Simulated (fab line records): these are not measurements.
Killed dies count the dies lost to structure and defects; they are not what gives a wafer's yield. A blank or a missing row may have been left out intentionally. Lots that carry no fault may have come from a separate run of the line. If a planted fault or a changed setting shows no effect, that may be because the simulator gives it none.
Split-lot study | flow rit cmos | 27 wafers read from 5 lots, route of 202 steps

## ON THE SPLIT
At RIT_SPACER_CVD_03 (deposits Si3N4 from SiH2Cl2/NH3, target thk 250 nm, time 3300 s), the setting time s was moved away from the recipe's 3300 s on 12 of the 27 wafers read, by -39.7% to +33.7%. This setting was run at the recipe's value on the other wafers.

## THE PATH FROM SPLIT TO READING: the file shows 1 step between them
- RIT_SPACER_THK_MEAS_04

## THE READING
oes product au, in a.u., at RIT_SPACER_ETCHBACK_05 (etches Si3N4 in SF6/CHF3, stops on SiO2, target depth 250 nm, time 240 s). A value of 0.850 a.u. with a standard deviation of 0.015 a.u. is what fault-free wafers of this fab line usually give.

wafer  | tool, chamber at the split | time s as run, s | against the recipe | oes product au, a.u. | against lot-mates on the recipe
L075.1 | -, -                       | 1989             | -39.7%             | 0.587                | no lot-mate on the recipe
L075.2 | -, -                       | 1989             | -39.7%             | 0.604                | no lot-mate on the recipe
L075.3 | -, -                       | 1989             | -39.7%             | 0.601                | no lot-mate on the recipe
L075.4 | -, -                       | 1989             | -39.7%             | 0.609                | no lot-mate on the recipe
L075.5 | -, -                       | 1989             | -39.7%             | 0.587                | no lot-mate on the recipe
L075.6 | -, -                       | 1989             | -39.7%             | 0.589                | no lot-mate on the recipe
L078.1 | -, -                       | 4411             | +33.7%             | 1.038                | no lot-mate on the recipe
L078.2 | -, -                       | 4411             | +33.7%             | 1.022                | no lot-mate on the recipe
L078.3 | -, -                       | 4411             | +33.7%             | 1.004                | no lot-mate on the recipe
L078.4 | -, -                       | 4411             | +33.7%             | 1.017                | no lot-mate on the recipe
L078.5 | -, -                       | 4411             | +33.7%             | 1.040                | no lot-mate on the recipe
L078.6 | -, -                       | 4411             | +33.7%             | 0.999                | no lot-mate on the recipe
L080.1 | -, -                       | 3300             | recipe             | 0.850                | -
L080.2 | -, -                       | 3300             | recipe             | 0.853                | -
L080.3 | -, -                       | 3300             | recipe             | 0.842                | -
L080.4 | -, -                       | 3300             | recipe             | 0.867                | -
L080.5 | -, -                       | 3300             | recipe             | 0.865                | -
L080.6 | -, -                       | 3300             | recipe             | 0.834                | -
L082.1 | lpcvd-01, 1                | 3300             | recipe             | 0.883                | -
L082.3 | lpcvd-01, 1                | 3300             | recipe             | 0.868                | -
L082.4 | lpcvd-01, 1                | 3300             | recipe             | 0.841                | -
L083.1 | -, -                       | 3300             | recipe             | 0.852                | -
L083.2 | -, -                       | 3300             | recipe             | 0.860                | -
L083.3 | -, -                       | 3300             | recipe             | 0.858                | -
L083.4 | -, -                       | 3300             | recipe             | 0.855                | -
L083.5 | -, -                       | 3300             | recipe             | 0.854                | -
L083.6 | -, -                       | 3300             | recipe             | 0.863                | -

FIT RESULTS
A straight line over all 27 wafers: oes product au changes by +0.00581 a.u. for each +1% of time s; r = +0.99; the points scatter about the line by 0.02 a.u.
Too few moved wafers have a lot-mate on the recipe to fit a line with each lot's own level taken away.

## THE WHOLE CHAIN: every reading that the file lists as answering this split, in the file's order
step                   | what it does                                                             | reading                                                                        | change (the file's fit)                   | r (the file's)
RIT_SPACER_CVD_03      | deposits Si3N4 from SiH2Cl2/NH3, target thk 250 nm, time 3300 s          | Si3N4_of_SPACER_CVD_03.thk nm (the simulator's own value, which no gauge read) | +2.52 nm for each +1% of the setting      | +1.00
RIT_SPACER_THK_MEAS_04 |                                                                          | SPACER_NITRIDE_THK                                                             | +2.52 for each +1% of the setting         | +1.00
RIT_SPACER_ETCHBACK_05 | etches Si3N4 in SF6/CHF3, stops on SiO2, target depth 250 nm, time 240 s | oes product au                                                                 | +0.00582 a.u. for each +1% of the setting | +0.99
RIT_SPACER_ETCHBACK_05 | etches Si3N4 in SF6/CHF3, stops on SiO2, target depth 250 nm, time 240 s | etch.depth nm (the simulator's own value, which no gauge read)                 | +2.36 nm for each +1% of the setting      | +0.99
RIT_SPACER_ETCHBACK_05 | etches Si3N4 in SF6/CHF3, stops on SiO2, target depth 250 nm, time 240 s | Si3N4_of_SPACER_CVD_03.thk nm (the simulator's own value, which no gauge read) | +1.97 nm for each +1% of the setting      | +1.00

## FILE'S OWN FIT
oes product au changes by +0.00582 a.u. for each +1% of time s, r = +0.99.
